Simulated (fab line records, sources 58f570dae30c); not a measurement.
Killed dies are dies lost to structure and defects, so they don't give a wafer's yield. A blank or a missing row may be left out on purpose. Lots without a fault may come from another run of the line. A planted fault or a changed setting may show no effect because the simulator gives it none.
fab line records | flow berkeley_cmos170
record lots=6 wafers=18 last_day=12
route steps=331 shown M2@280 V2@292
lots that met no fault: from a run of the same line without faults
start_h: hours from the record's first day to the start of the lot's first wafer shown | wait_h: hours since the lot's step before | " the same as in the row above | L1.1+2: a row that stands for several wafers | - no value, or no start given | * or withheld: withheld | < > ~ a bound
route shown NAME@n: a module of which the file shows steps, and the number in the route of the first | usual: mean/standard deviation of fault-free wafers | same: alike in all rows | chamber/n: place in a boat | sites: the reading at each site | _std_site: their standard deviation | _edge_site: outer sites' mean less inner sites' | radius_mm: how far each site lies from the wafer's centre | mask NAME#n: copy n | behind: the tool/chamber that last shaped the wafer | hold: why the lot was held/for how many hours/how that ended | device: the transistor (n, p or np) that didn't switch | end of line: the same wafers' tests at the end of the route | a step without rows: its recipe alone | killed: dies lost to structure and defects at the first sort, not the wafer's yield | map: a wafer's dies, x killed, . not, _ none there
set.NAME: the setting as run; set.NAME@STEP: as run at that earlier step | model.NAME: the simulator's own value behind a step, which no gauge read
lots at some steps of the route; a table a step, a row a wafer
services: from which hour (start_h, from the record's first day; less than 0 if before it) a tool's chamber was out of use, for how many hours, and why
## steps
# step UCB170_M2_COAT_09
# recipe resist=BARC temp_c=withheld time_s=withheld spin_rpm=3000 resist_thk_nm=withheld
# step UCB170_M2_COAT_10
# recipe resist=KrF spin_rpm=1500 resist_thk_nm=900
# step UCB170_M2_SOFTBAKE_11
# recipe resist=KrF temp_c=130 time_s=60
# step UCB170_M2_EXPOSE_12
# recipe mask_id=METAL2 target_cd_nm=700 na=0.5 sigma_outer=0.6 source_shape=conventional dose_mj=26
# step UCB170_M2_PEB_13
# recipe peb_temp_c=130 peb_time_s=withheld resist=KrF
# step UCB170_M2_DEVELOP_14
# recipe developer=TMAH develop_time_s=45 resist=KrF dev_temp_c=21
# step UCB170_M2_CD_MEAS_15
# recipe target_cd_nm=700
# usual cd_nm=700.3/1.4
# columns lot.wafer tool chamber start_h wait_h cd_nm
L626.2 cd_sem-02 - 209.15 - 699.1
L626.3 " - " " 700.8
L626.4 " - " " 701.1
L627.1 cd_sem-01 - 209.32 - 702.0
L627.2 " - " " 701.0
L627.4 " - " " 700.6
L633.2 cd_sem-01 - 227.14 - 699.6
L633.3 " - " " 701.3
L633.5 " - " " 700.7
L634.1 cd_sem-01 - 237.11 - 698.7
L634.2 " - " " 698.7
L634.6 " - " " 699.1
L640.3 cd_sem-02 - 270.76 - 699.0
L640.4 " - " " 698.5
L640.6 " - " " 701.0
L638.1 cd_sem-01 - 270.90 - 700.1
L638.4 " - " " 700.7
L638.5 " - " " 699.9
# step UCB170_M2_OVL_MEAS_16
# usual M2_OVL=3/4.8
# columns lot.wafer tool chamber start_h wait_h M2_OVL[nm]
L626.2 overlay-01 - 209.26 0.1 9
L626.3 " - " " 3
L626.4 " - " " 12
L627.1 overlay-02 - 209.44 0.1 -10
L627.2 " - " " 4
L627.4 " - " " 2
L633.2 overlay-01 - 227.25 0.1 0
L633.3 " - " " -1
L633.5 " - " " -6
L634.1 overlay-02 - 237.23 0.1 1
L634.2 " - " " 6
L634.6 " - " " 4
L640.3 overlay-02 - 270.85 0.1 9
L640.4 " - " " 13
L640.6 " - " " 11
L638.1 overlay-02 - 271.02 0.1 5
L638.4 " - " " 9
L638.5 " - " " 3
# step UCB170_M2_ETCH_17
# recipe chemistry=N2/H2 target_depth_a=withheld overetch_a=withheld target=BARC time_s=withheld source_w=500 bias_w=100 pressure_mtorr=30 n2_flow_sccm=100 h2_flow_sccm=200
# usual drypump_motor_current_A=5.7/0.46 oes_product_au=1.011/0.024 throttle_valve_pct=13.25/0.19
# columns lot.wafer tool chamber start_h wait_h drypump_motor_current_A oes_product_au throttle_valve_pct
L626.2 rie_diel-04 2 209.29 0.0 5.9 0.990 13.55
L626.3 " 1 " " 6.0 1.005 12.98
L626.4 " 0 " " 6.0 1.006 13.04
L627.1 rie_diel-02 0 209.48 0.0 5.9 0.995 13.32
L627.2 " 1 " " 6.6 1.001 13.01
L627.4 " 2 " " 5.3 0.995 13.17
L633.2 rie_diel-04 1 227.28 0.0 6.0 1.001 12.97
L633.3 " 3 " " 4.8 1.057 13.23
L633.5 " 1 " " 6.0 0.999 12.98
L634.1 rie_diel-01 1 237.27 0.0 6.0 1.001 13.34
L634.2 " 2 " " 5.0 1.012 13.50
L634.6 " 2 " " 5.0 1.016 13.49
L640.3 rie_diel-02 0 270.88 0.0 5.9 0.983 13.33
L640.4 " 2 " " 5.3 0.989 13.17
L640.6 " 0 " " 5.9 0.980 13.31
L638.1 rie_diel-01 3 271.06 0.0 5.4 1.021 13.46
L638.4 " 2 " " 5.0 1.037 13.49
L638.5 " 3 " " 5.4 1.018 13.46
# step UCB170_M2_METAL_ETCH_18
# recipe chemistry=Cl2/BCl3 target=Al stop_on=SiO2 pressure_mtorr=12 target_depth_a=11700 over_etch_frac=0.3 time_s=195 icp_w=600 bias_w=120 Cl2_flow_sccm=90 bcl3_flow_sccm=45
# usual drypump_motor_current_A=5.6/0.34 oes_product_au=0.852/0.016 throttle_valve_pct=24.37/0.26
# same over_etch_frac=0.3
# columns lot.wafer tool chamber start_h wait_h drypump_motor_current_A oes_product_au rf_hours_counter_h throttle_valve_pct
L626.2 rie_metal-04 0 209.33 - 6.4 0.868 9 24.65
L626.3 " 1 " " 5.5 0.819 - 24.19
L626.4 " 0 " " 6.4 0.870 - 24.65
L627.1 rie_metal-03 1 209.52 - 5.2 0.863 7 24.65
L627.2 " 1 " " 5.2 0.858 - 24.68
L627.4 " 1 " " 5.2 0.866 - 24.66
L633.2 rie_metal-03 1 227.32 - 5.2 0.868 9 24.66
L633.3 " 0 " " 5.6 0.844 - 24.75
L633.5 " 1 " " 5.2 0.854 - 24.65
L634.1 rie_metal-04 1 237.31 - 5.6 0.820 9 24.19
L634.2 " 0 " " 6.4 0.864 10 24.68
L634.6 " 0 " " 6.4 0.864 - 24.66
L640.3 rie_metal-01 1 270.98 - 5.8 0.850 - 24.02
L640.4 " 0 " " 5.5 0.865 - 24.32
L640.6 " 0 " " 5.5 0.854 - 24.32
L638.1 rie_metal-01 0 271.11 - 5.5 0.859 4 24.32
L638.4 " 1 " " 5.8 0.850 - 24.00
L638.5 " 0 " " 5.5 0.866 - 24.31
# step UCB170_M2_STRIP_19
# recipe chemistry=O2 power_w=400 pressure_mtorr=3500 platen_temp_c=withheld o2_flow_sccm=400 overash_fraction=0.5
# usual drypump_motor_current_A=5.83/0.29 o2_flow_sccm=400.0/1.3 oes_product_au=0.546/0.0094
# same overash_fraction=0.5
# columns lot.wafer tool chamber start_h wait_h drypump_motor_current_A o2_flow_sccm oes_product_au rf_hours_counter_h
L626.2 plasma_asher-03 0 209.52 0.1 5.93 401.4 0.527 45
L626.3 " 1 " " 6.27 398.9 0.549 -
L626.4 " 0 " " 5.93 398.6 0.532 -
L627.1 plasma_asher-01 1 209.90 0.3 5.71 399.0 0.548 49
L627.2 " 0 " " 5.63 399.2 0.543 49
L627.4 " 1 " " 5.71 399.3 0.546 -
L633.2 plasma_asher-01 0 227.51 0.1 5.63 400.7 0.544 52
L633.3 " 1 " " 5.70 399.0 0.528 -
L633.5 " 1 " " 5.72 398.5 0.542 -
L634.1 plasma_asher-02 1 237.50 0.1 5.22 397.4 0.544 52
L634.2 " 0 " " 5.56 400.6 0.529 52
L634.6 " 0 " " 5.53 400.4 0.526 -
L640.3 plasma_asher-03 1 271.14 0.1 6.25 400.4 0.555 -
L640.4 " 0 " " 5.95 401.5 0.542 -
L640.6 " 1 " " 6.26 398.9 0.555 -
L638.1 plasma_asher-03 1 271.29 0.1 6.25 399.1 0.550 52
L638.4 " 1 " " 6.26 400.7 0.551 -
L638.5 " 1 " " 6.24 401.9 0.564 -
# step UCB170_M2_CD_MEAS_90
# recipe target_cd_nm=700
# usual cd_nm=700.7/3
# columns lot.wafer tool chamber start_h wait_h cd_nm
L626.2 cd_sem-02 - 209.64 0.1 696.5
L626.3 " - " " 700.5
L626.4 " - " " 699.9
L627.1 cd_sem-01 - 210.00 0.1 699.7
L627.2 " - " " 702.2
L627.4 " - " " 701.7
L633.2 cd_sem-01 - 227.63 0.1 701.6
L633.3 " - " " 702.6
L633.5 " - " " 701.1
L634.1 cd_sem-02 - 237.61 0.1 700.0
L634.2 " - " " 697.3
L634.6 " - " " 699.5
L640.3 cd_sem-02 - 271.25 0.1 697.5
L640.4 " - " " 706.6
L640.6 " - " " 705.8
L638.1 cd_sem-02 - 271.39 0.1 702.0
L638.4 " - " " 697.7
L638.5 " - " " 703.4
# step UCB170_V2_CVD_00
# recipe material=SiO2 target_thk_nm=2000 temp_c=390 precursor=TEOS/O2 time_s=250 rf_w=550 pressure_mtorr=9000
# usual heater_power_w=264/47 pressure_mtorr=9000/17 susceptor_temp_C=390.02/0.23
# columns lot.wafer tool chamber start_h wait_h heater_power_w pressure_mtorr susceptor_temp_C model.SiO2_of_V2_CVD_00.thk_nm
L626.2 pecvd-02 2 209.74 0.1 354 9008 390.39 1977
L626.3 " 2 " " 257 8995 390.08 2011
L626.4 " 0 " " 269 9010 390.03 2008
L627.1 pecvd-01 1 210.12 0.1 231 9025 390.18 2008
L627.2 " 0 " " 289 8989 390.28 2010
L627.4 " 0 " " 345 8980 390.07 2024
L633.2 pecvd-02 0 227.73 0.1 229 9022 389.65 1053
L633.3 " 2 " " 341 8984 390.27 1060
L633.5 " 2 " " 262 8970 390.17 1054
L634.1 pecvd-02 0 237.73 0.1 213 9009 389.96 1070
L634.2 " 2 " " 298 8979 390.31 1054
L634.6 " 0 " " 273 8982 389.91 1082
L640.3 pecvd-03 2 271.33 0.1 304 8977 389.75 1975
L640.4 " 0 " " 226 8987 389.74 2009
L640.6 " 2 " " 245 8994 389.78 2015
L638.1 pecvd-01 2 271.51 0.1 242 9031 389.93 1990
L638.4 " 1 " " 188 9014 389.99 2004
L638.5 " 2 " " 308 9016 389.92 2023
# step UCB170_V2_THK_MEAS_01
# recipe reads=SiO2_of_V2_CVD_00
# usual V2_TEOS_THK=1997/24
# columns lot.wafer tool chamber start_h wait_h hold V2_TEOS_THK[nm]
L626.2 film_metro-04 - 209.98 0.2 - 1978
L626.3 " - " " - 2011
L626.4 " - " " - 2009
L627.1 film_metro-03 - 210.27 0.1 - 2008
L627.2 " - " " - 2013
L627.4 " - " " - 2023
L633.2 film_metro-03 - 227.89 0.1 await_dispo/0.2h/release 1053
L633.3 " - " " await_dispo/0.2h/release 1059
L633.5 " - " " await_dispo/0.2h/release 1054
L633.2 film_metro-03 - 228.12 0.2 - 1053
L633.3 " - " " - 1060
L633.5 " - " " - 1053
L634.1 film_metro-03 - 237.89 0.1 await_dispo/0.2h/release 1071
L634.2 " - " " await_dispo/0.2h/release 1054
L634.6 " - " " await_dispo/0.2h/release 1083
L634.1 film_metro-03 - 238.11 0.2 - 1070
L634.2 " - " " - 1053
L634.6 " - " " - 1083
L640.3 film_metro-04 - 271.50 0.1 - 1974
L640.4 " - " " - 2008
L640.6 " - " " - 2014
L638.1 film_metro-04 - 271.72 0.1 - 1991
L638.4 " - " " - 2004
L638.5 " - " " - 2021
# step UCB170_V2_CMP_02
# recipe material=SiO2 down_force_psi=6 platen_rpm=60 pad_velocity_m_s=0.75398
# usual motor_current_A=16.5/1.4
# columns lot.wafer tool chamber start_h wait_h hold motor_current_A
L626.2 cmp-01 3 210.09 0.1 - 14.2
L626.4 " 0 " " - 16.8
L626.3 " 1 " " - 15.8
L627.2 cmp-02 0 210.33 0.0 - 17.8
L627.1 " 2 " " - 15.1
L627.4 " 3 " " - 16.6
L633.3 cmp-01 2 229.79 1.7 await_dispo/1.6h/release 18.6
L633.2 " 1 " " await_dispo/1.6h/release 16.1
L633.5 " 2 " " await_dispo/1.6h/release 18.3
L634.1 cmp-02 1 243.05 4.9 await_dispo/4.9h/release 17.9
L634.2 " 2 " " await_dispo/4.9h/release 15.0
L634.6 " 1 " " await_dispo/4.9h/release 17.1
L640.4 cmp-02 2 272.99 1.5 - 14.6
L640.3 " 1 " " - 17.0
L640.6 " 3 " " - 15.9
L638.1 cmp-02 2 273.64 1.9 - 14.4
L638.4 " 3 " " - 15.9
L638.5 " 2 " " - 15.0
## services
# columns tool chamber start_h hours kind
rie_diel-01 3 187.65 1.7 repair
pecvd-02 1 193.11 17.2 repair
cmp-01 - 196.32 11.6 pm
rie_diel-04 2 213.23 6.8 repair
pecvd-01 - 215.62 14.6 pm
plasma_asher-02 - 219.52 2.0 repair
cmp-02 - 232.00 4.0 pm
plasma_asher-02 - 233.96 3.2 repair
rie_diel-04 - 235.37 18.6 repair
cmp-02 - 236.00 - consumable_replace:conditioner
cmp-02 - 236.00 - consumable_replace:pad
rie_metal-04 0 239.76 47.5 repair
pecvd-02 - 242.50 14.0 pm
pecvd-02 0 242.50 14.0 vent_cycle
pecvd-02 1 242.50 14.0 vent_cycle
rie_diel-02 0 248.41 6.2 repair
rie_metal-04 - 248.64 0.7 repair
plasma_asher-02 - 250.30 2.7 repair
cmp-01 - 254.64 37.9 repair
cmp-01 - 254.92 0.9 repair
rie_diel-01 - 256.37 2.8 pm
cmp-01 - 269.95 6.2 repair
rie_metal-03 - 270.34 12.6 repair
pecvd-02 1 273.73 16.1 repair
## key
first_sign step=UCB170_V2_THK_MEAS_01 reading=visit direction=added
effect step=UCB170_V2_THK_MEAS_01 reading=V2_TEOS_THK direction=down sigmas=39 usual=1997 struck=1062
model_effect step=UCB170_V2_CVD_00 value=SiO2_of_V2_CVD_00.thk_nm without=1999 struck=1062
met_at UCB170_V2_CVD_00
struck_wafers L633.2,L633.3,L633.5,L634.1,L634.2,L634.6
sort_left_out L633.2,L633.3,L633.5,L634.1,L634.2,L634.6
onset_between 209.74 227.73
fault kind=process_parameter_drift tool=pecvd-02 chamber=- onset_h=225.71 steps=UCB170_V2_CVD_00 channel=target_thk_nm offset=-939.24 shape=step end_h=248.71 acts_in=these_recipes_only stated=2000
# sort_left_out: the simulated sort isn't trusted on such a fault, so these wafers' sort isn't shown, and their yield isn't known
